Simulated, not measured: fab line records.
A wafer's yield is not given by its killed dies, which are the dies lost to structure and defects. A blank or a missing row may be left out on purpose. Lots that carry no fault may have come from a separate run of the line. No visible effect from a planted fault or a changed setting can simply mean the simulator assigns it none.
Shared-tool check || flow rit_cmos || Sampled: 15 lots, 54 wafers

== REASON FOR OPENING ==
On 3 of the 15 lots, a flag is raised at RIT_ACTIVE_CD_MEAS_11 on the reading cd_nm. No-fault wafers: 1399.4 nm, standard deviation 2.
Rule: flag the lot when none of its wafers has a number, or when each of its wafers that has one lies beyond 4 standard deviations from that mean. As for the other lots, they are considered sound.

{"lot": "L760", "measured": "day 1 15:01", "on": "cd_sem-01", "cd_nm (nm), wafer by wafer": "1397.9 1399.2 1401.5", "flag": ""}
{"lot": "L761", "measured": "day 1 22:00", "on": "cd_sem-02", "cd_nm (nm), wafer by wafer": "1397.5 1394.8 1395.6", "flag": ""}
{"lot": "L762", "measured": "day 2 01:40", "on": "cd_sem-02", "cd_nm (nm), wafer by wafer": "1401.3 1401.6 1400.1", "flag": ""}
{"lot": "L764", "measured": "day 2 10:42", "on": "cd_sem-02", "cd_nm (nm), wafer by wafer": "1398.0 1400.2 1399.7", "flag": ""}
{"lot": "L766", "measured": "day 2 20:28", "on": "cd_sem-02", "cd_nm (nm), wafer by wafer": "1401.3 1401.2 1402.3", "flag": ""}
{"lot": "L767", "measured": "day 3 02:11", "on": "cd_sem-02", "cd_nm (nm), wafer by wafer": "1401.2 1399.8 1400.8", "flag": ""}
{"lot": "L768", "measured": "day 3 07:35", "on": "cd_sem-01", "cd_nm (nm), wafer by wafer": "1399.8 1398.6 1397.3", "flag": ""}
{"lot": "L769", "measured": "day 3 11:33", "on": "cd_sem-02", "cd_nm (nm), wafer by wafer": "1401.2 1399.9 1399.1", "flag": ""}
{"lot": "L772", "measured": "day 4 02:31", "on": "cd_sem-02", "cd_nm (nm), wafer by wafer": "1404.3 1401.1 1403.5", "flag": ""}
{"lot": "L773", "measured": "day 4 10:34", "on": "cd_sem-02", "cd_nm (nm), wafer by wafer": "1400.9 1401.0 1399.5", "flag": ""}
{"lot": "L775", "measured": "day 4 18:47", "on": "cd_sem-02", "cd_nm (nm), wafer by wafer": "1398.4 1398.0 1400.2", "flag": ""}
{"lot": "L776", "measured": "day 4 23:42", "on": "cd_sem-02", "cd_nm (nm), wafer by wafer": "1388.0 1385.1 1387.3 1387.7 1384.7 1387.3", "flag": "FLAGGED"}
{"lot": "L777", "measured": "day 5 04:23", "on": "cd_sem-02", "cd_nm (nm), wafer by wafer": "1382.5 1383.0 1382.7 1382.5 1383.1 1383.0", "flag": "FLAGGED"}
{"lot": "L778", "measured": "day 5 10:29", "on": "cd_sem-01", "cd_nm (nm), wafer by wafer": "1386.5 1384.7 1387.2 1386.8 1385.2 1387.4", "flag": "FLAGGED"}
{"lot": "L783", "measured": "day 6 09:39", "on": "cd_sem-01", "cd_nm (nm), wafer by wafer": "1398.1 1398.1 1400.4", "flag": ""}
Average over the flagged lots: 1385.3 nm; offset from the usual -14.1 nm, equal to -7 standard deviations.

== WHICH TOOL RAN EACH LOT ==
The record keeps 1 process step preceding the reading, out of 202 steps on the route. Read each cell as the tool, then ch plus the chambers that the sampled wafers visited, then the start.
{"lot": "L760", "flag": "", "RIT_ACTIVE_COAT_06": "litho_track-03 ch 0, day 1 14:12"}
{"lot": "L761", "flag": "", "RIT_ACTIVE_COAT_06": "litho_track-02 ch 0, day 1 21:18"}
{"lot": "L762", "flag": "", "RIT_ACTIVE_COAT_06": "litho_track-02 ch 0, day 2 00:58"}
{"lot": "L764", "flag": "", "RIT_ACTIVE_COAT_06": "litho_track-01 ch 0, day 2 09:46"}
{"lot": "L766", "flag": "", "RIT_ACTIVE_COAT_06": "litho_track-03 ch 0, day 2 19:46"}
{"lot": "L767", "flag": "", "RIT_ACTIVE_COAT_06": "litho_track-02 ch 0, day 3 01:22"}
{"lot": "L768", "flag": "", "RIT_ACTIVE_COAT_06": "litho_track-02 ch 0, day 3 06:53"}
{"lot": "L769", "flag": "", "RIT_ACTIVE_COAT_06": "litho_track-01 ch 0, day 3 10:51"}
{"lot": "L772", "flag": "", "RIT_ACTIVE_COAT_06": "litho_track-03 ch 0, day 4 01:50"}
{"lot": "L773", "flag": "", "RIT_ACTIVE_COAT_06": "litho_track-01 ch 0, day 4 09:45"}
{"lot": "L775", "flag": "", "RIT_ACTIVE_COAT_06": "litho_track-03 ch 0, day 4 18:05"}
{"lot": "L776", "flag": "FLAGGED", "RIT_ACTIVE_COAT_06": "litho_track-01 ch 0, day 4 22:53"}
{"lot": "L777", "flag": "FLAGGED", "RIT_ACTIVE_COAT_06": "litho_track-01 ch 0, day 5 03:34"}
{"lot": "L778", "flag": "FLAGGED", "RIT_ACTIVE_COAT_06": "litho_track-01 ch 0, day 5 09:40"}
{"lot": "L783", "flag": "", "RIT_ACTIVE_COAT_06": "litho_track-03 ch 0, day 6 08:58"}
What the steps here do:
- RIT_ACTIVE_COAT_06: resist thk 1000 nm.
- RIT_ACTIVE_CD_MEAS_11: target cd 1400 nm.

== FLAGGED AGAINST TOTAL, ONE TOOL AT A TIME (gauges that did the reading follow at the end) ==
{"step": "RIT_ACTIVE_COAT_06", "tool": "litho_track-01", "lots run": 6, "flagged": 3, "share of the flagged lots": "all", "sound lots run after its first flagged lot": 0}
{"step": "RIT_ACTIVE_COAT_06", "tool": "litho_track-02", "lots run": 4, "flagged": 0, "share of the flagged lots": "none", "sound lots run after its first flagged lot": "-"}
{"step": "RIT_ACTIVE_COAT_06", "tool": "litho_track-03", "lots run": 5, "flagged": 0, "share of the flagged lots": "none", "sound lots run after its first flagged lot": "-"}
{"step": "RIT_ACTIVE_CD_MEAS_11", "tool": "cd_sem-01", "lots run": 4, "flagged": 1, "share of the flagged lots": "some", "sound lots run after its first flagged lot": "1 (L783)"}
{"step": "RIT_ACTIVE_CD_MEAS_11", "tool": "cd_sem-02", "lots run": 11, "flagged": 2, "share of the flagged lots": "some", "sound lots run after its first flagged lot": 0}

== WHAT THE TABLE ALLOWS ==
Rows of the table that ran each flagged lot: 1, that is litho_track-01 at RIT_ACTIVE_COAT_06.
- litho_track-01 at RIT_ACTIVE_COAT_06 ran 6 lots, 3 of them flagged. Its last sound lot is L773 (day 4 09:45), its first flagged lot L776 (day 4 22:53): a fault that began between those two fits. Its own readings lie more than 4 standard deviations out on every wafer of the flagged lots: spin_speed_rpm.
Left over: one tool, litho_track-01 at RIT_ACTIVE_COAT_06.

== WHAT THE SIMULATOR HAD INSERTED ==
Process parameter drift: litho_track-01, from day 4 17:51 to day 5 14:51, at RIT_ACTIVE_COAT_06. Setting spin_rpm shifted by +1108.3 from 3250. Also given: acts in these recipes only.
Lots struck among those shown: L776, L777, L778. Same finding as the rule above.
